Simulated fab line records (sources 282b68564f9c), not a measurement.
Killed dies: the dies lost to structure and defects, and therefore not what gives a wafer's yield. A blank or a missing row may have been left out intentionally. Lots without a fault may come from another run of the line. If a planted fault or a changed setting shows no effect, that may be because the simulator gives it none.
Which of the tools did it? | flow rit cmos | Sampling: 14 lots, 42 wafers, 2 of 202 route steps

== WHAT EACH GAUGE READ, for each wafer ==
RIT_CONTACT_CD_MEAS_08 targets a cd of 1000 nm.
lot  | measured    | on        | cd nm (nm)
L700 | day 3 06:53 | cd sem-02 | 1001.5 999.8 1001.7
L701 | day 3 13:10 | cd sem-02 | 1001.4 1001.6 1001.5
L702 | day 3 19:07 | cd sem-02 | 1002.2 998.8 998.4
L703 | day 3 19:41 | cd sem-02 | 1000.7 1000.0 1001.3
L704 | day 4 08:47 | cd sem-02 | 996.3 994.7 998.1
L705 | day 4 09:16 | cd sem-02 | 1001.5 1001.8 998.4
L706 | day 4 11:12 | cd sem-02 | 998.2 1001.0 999.3
L707 | day 4 15:08 | cd sem-02 | 999.3 998.8 999.3
L708 | day 4 21:44 | cd sem-02 | 999.5 998.1 999.6
L710 | day 5 06:58 | cd sem-02 | 997.4 1001.5 998.3
L713 | day 5 21:01 | cd sem-02 | 1003.1 1001.3 1002.3
L715 | day 6 09:45 | cd sem-02 | 985.3 985.3 984.8
L716 | day 6 13:28 | cd sem-01 | 989.2 989.0 989.3
L722 | day 7 19:52 | cd sem-01 | 999.6 997.6 998.4

== WHAT TOOL EACH LOT RAN ON (gives the tool, then ch and the chambers of the sampled wafers, and finally the start) ==
lot  | RIT_CONTACT_DEVELOP_07
L700 | litho track-03 ch 0, day 3 06:00
L701 | litho track-03 ch 0, day 3 12:00
L702 | litho track-03 ch 0, day 3 18:00
L703 | litho track-01 ch 0, day 3 19:00
L704 | litho track-01 ch 0, day 4 08:00
L705 | litho track-01 ch 0, day 4 09:00
L706 | litho track-03 ch 0, day 4 10:00
L707 | litho track-04 ch 0, day 4 14:00
L708 | litho track-01 ch 0, day 4 21:00
L710 | litho track-04 ch 0, day 5 06:00
L713 | litho track-03 ch 0, day 5 20:00
L715 | litho track-01 ch 0, day 6 09:00
L716 | litho track-01 ch 0, day 6 13:00
L722 | litho track-04 ch 0, day 7 19:00
- RIT_CONTACT_DEVELOP_07: develop time 120 s.

== AS READ BY THE TOOLS THEMSELVES (means over the sampled wafers that have a number; for cases with no such wafer, the mark the record gives instead) ==
RIT_CONTACT_DEVELOP_07.
lot  | tool           | chill plate temp C (C) | developer temp C (C)
L700 | litho track-03 | 22.99                  | 22.95
L701 | litho track-03 | 23.00                  | 22.99
L702 | litho track-03 | 23.05                  | 23.00
L703 | litho track-01 | 22.91                  | 23.05
L704 | litho track-01 | 22.87                  | 22.93
L705 | litho track-01 | 23.16                  | 23.15
L706 | litho track-03 | 22.94                  | 23.06
L707 | litho track-04 | 23.10                  | 23.12
L708 | litho track-01 | 22.93                  | 22.91
L710 | litho track-04 | 23.07                  | 22.98
L713 | litho track-03 | 22.96                  | 22.92
L715 | litho track-01 | 22.95                  | 25.19
L716 | litho track-01 | 23.11                  | 25.19
L722 | litho track-04 | 23.01                  | 23.01

== THE ANSWER, worked out from the rows above alone ==
Rule: what is usual is taken from the lots themselves. The widest of any qualifying gaps counts: lots, ordered by their means at a reading, are off when they make up no more than a third of the lots, leave a main group of 4 or more, and stand apart from it by 3 or more times the standard deviation of that group's means. If all means in a main group match to the digits the tables above print for the reading, that group is not used. A lot without any number at a reading at which 4 lots or more have one is off too. All remaining lots with rows at the step are treated as sound. Order of review: gauges by route order, followed by the tools' own readings, for which a lot's mean as printed above is used. The first step at which some lot is off is used, and at that step the reading that is off furthest; a lot without a number counts as furthest.
Off: L715, L716 (RIT_CONTACT_CD_MEAS_08, cd nm). For the main group the mean is 999.8 nm and the standard deviation 1.5.
If a tool, at a process step before that reading, ran all the lots that are off and no sound lot after the first of them, it fits. The gauges at RIT_CONTACT_CD_MEAS_08 aren't tried: what is off there is off at RIT_CONTACT_DEVELOP_07 too, on other tools, and a gauge's error can't cause that. One fits: litho track-01 at RIT_CONTACT_DEVELOP_07. A fault onset in the window from L708 (day 4 21:00, its last sound lot) to L715 (day 6 09:00, its first lot off) fits.
On the lots that are off, the tool's own readings at RIT_CONTACT_DEVELOP_07 differ by more than 5 times the standard deviation of the sound lots' means, which bears it out; developer temp C reads 25.19 C there versus 23.01 C on the sound lots.

== WHAT THE SIMULATOR HAD INSERTED ==
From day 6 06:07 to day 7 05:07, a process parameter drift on litho track-01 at RIT_CONTACT_DEVELOP_07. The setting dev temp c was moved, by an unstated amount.
Shown lots that were struck: L715, L716. The rule above found the same.
